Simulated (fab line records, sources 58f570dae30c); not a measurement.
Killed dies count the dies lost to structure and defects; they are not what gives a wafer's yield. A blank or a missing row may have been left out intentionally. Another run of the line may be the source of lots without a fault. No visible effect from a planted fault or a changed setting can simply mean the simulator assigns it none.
Which tool did it? | flow berkeley_cmos170 | 21 wafers sampled from 7 lots at 1 step of a route of 331

== WHAT THE GAUGES SHOWED, per wafer ==
UCB170_START_BOW_MEAS_00.
lot  | measured    | on            | INCOMING_BOW (um)
L992 | day 2 01:00 | film_metro-01 | 0 4 -3
L995 | day 2 16:04 | film_metro-04 | 8 2 -5
L997 | day 3 02:00 | film_metro-01 | 4 -3 7
L101 | day 3 22:13 | film_metro-01 | 4 -9 0
L103 | day 4 08:01 | film_metro-01 | 3 -8 9
L108 | day 5 09:01 | film_metro-01 | 1 7 -1
L110 | day 5 19:02 | film_metro-01 | 3 5 -1

== WHICH TOOL RAN EACH LOT (tool, then ch and the chambers of the sampled wafers, then the start) ==
Record: no process step prior to these readings.

== THE ANSWER, worked out from the rows above alone ==
Rule: the lots themselves supply what counts as usual. The widest of any qualifying gaps counts: lots, ordered by their means at a reading, are off when they make up no more than a third of the lots, leave a main group of 4 or more, and stand apart from it by 3 or more times the standard deviation of that group's means. If all means in a main group match to the digits the tables above print for the reading, that group is not used. A lot without any number at a reading at which 4 lots or more have one is off too. Where the step has rows for the other lots, those lots are counted as sound.
No lot is off at any reading shown: from this, nothing can be told.

== WHAT THE SIMULATOR HAD PUT IN ==
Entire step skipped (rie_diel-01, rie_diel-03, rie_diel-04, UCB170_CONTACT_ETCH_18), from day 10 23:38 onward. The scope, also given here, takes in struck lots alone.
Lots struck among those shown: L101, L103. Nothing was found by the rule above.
